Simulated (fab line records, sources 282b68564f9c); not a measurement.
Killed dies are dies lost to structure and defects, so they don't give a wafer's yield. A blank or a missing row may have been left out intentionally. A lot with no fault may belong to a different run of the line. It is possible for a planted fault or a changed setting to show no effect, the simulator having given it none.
Comparing a struck lot with a sound one / flow rit-cmos / 17 out of 202 route steps
Sound: the wafers L884.1, L884.3, L884.5. Wafers L886.1, L886.2, L886.6 were the ones struck. At the end, the cause is stated.
Each step with rows lists, per side, the tool, then ch with its chambers, then its first start. Under that, the readings that differ: sound wafers / struck wafers / difference of the means / sigmas: that difference in standard deviations of wafers without a fault.
alike: a reading whose means differ by less than 2 such deviations, as well as words and numbers matching on both sides. not compared: withheld readings; readings where some wafer has no value; bounds like >300 that might hide an equal value; numbers whose values overlap and for which the record gives no deviation.
Wherever a step has rows on one side only, a row that says differs or no value, or a row with sigmas, the two part there. Non-overlapping numbers with no deviation appear without sigmas and do not part them. Lack of a reading on every wafer of one side parts them only where that side has two or more wafers.

first, 1 step without rows for these wafers: RIT_PLDD_IMPLANT_08.
RIT_PLDD_STRIP_09: strips in O2, time 180 s.
  sound on plasma-asher-04 ch 0,1, day 4 04:23; struck on plasma-asher-03 ch 0,1, day 4 15:19
  alike: drypump-motor-current-A, o2-flow-sccm
  not compared: rf-hours-counter-h
RIT_PLDD_TW_MEAS_10:
  sound: film-metro-01 at day 4 04:33; struck: film-metro-04 at day 4 15:30
reading=PLDD_TW; sound=2356 2358 2359; struck=2321 2330 2319; difference=-34; sigmas=-3
then, 4 steps without rows for these wafers: RIT_SPACER_CLEAN_00 (cleans in SC1, time 600 s); RIT_SPACER_CLEAN_01 (cleans in dHF, time 30 s); RIT_SPACER_CLEAN_02 (cleans in SC2, time 600 s); RIT_SPACER_CVD_03 (deposits Si3N4 from SiH2Cl2/NH3, target thk 250 nm, time 3300 s).
RIT_SPACER_THK_MEAS_04:
  sound: film-metro-03 at day 4 07:28; struck: film-metro-04 at day 4 17:52
  alike: SPACER_NITRIDE_THK
RIT_SPACER_ETCHBACK_05: etches Si3N4 in SF6/CHF3, stops on SiO2, target depth 250 nm, time 240 s.
  sound on rie-diel-01 ch 0,2,3, day 4 07:31; struck on rie-diel-02 ch 0,1,2, day 4 17:55
  alike: drypump-motor-current-A, oes-product-au, throttle-valve-pct
  not compared: rf-hours-counter-h
then, 3 steps without rows for these wafers: RIT_NSD_HMDS_00 (prime time 60 s); RIT_NSD_COAT_01 (resist thk 1000 nm); RIT_NSD_SOFTBAKE_02 (time 60 s).
RIT_NSD_EXPOSE_03: exposes mask M9, target cd 40700 nm.
  sound on iline-stepper-01 ch 0, day 4 08:10; struck on iline-stepper-01 ch 0, day 4 18:32
reading=mask; sound=M9#0 M9#0 M9#0; struck=M9_R1#0 M9_R1#0 M9_R1#0; difference=differs; sigmas=
  alike: exposure-dose-mJ-cm2, focus-offset-nm, stage-vel-mm-s
next, for these wafers, 1 step has no rows: RIT_NSD_PEB_04.
RIT_NSD_DEVELOP_05: develop time 50 s.
  sound: litho-track-04 ch 0; struck: litho-track-03 ch 0
reading=model.NSD.cd-nm (nm); sound=4.07e+04 4.07e+04 4.07e+04; struck=4.048e+04 4.048e+04 4.048e+04; difference=-2.200e+02; sigmas=
RIT_NSD_OVL_MEAS_06:
  sound: overlay-01 at day 4 08:34; struck: overlay-02 at day 4 18:56
  alike: NSD_OVL
RIT_M1_PROBE_99:
  sound: prober-01 at day 4 18:37; struck: prober-01 at day 5 04:51
reading=killed_at_M0_to_M3; sound=1 0 0; struck=0 0 0; difference=+0; sigmas=-3
  alike: killed-at-front-end, killed-dies, killed-open, killed-short
  not compared: model.etest.select-edge-diode-n.leak-log10-a

## WHERE THEY PART
At RIT_PLDD_TW_MEAS_10 first; at RIT_M1_PROBE_99 last (within this record only).

WHY: the cause the simulator had injected
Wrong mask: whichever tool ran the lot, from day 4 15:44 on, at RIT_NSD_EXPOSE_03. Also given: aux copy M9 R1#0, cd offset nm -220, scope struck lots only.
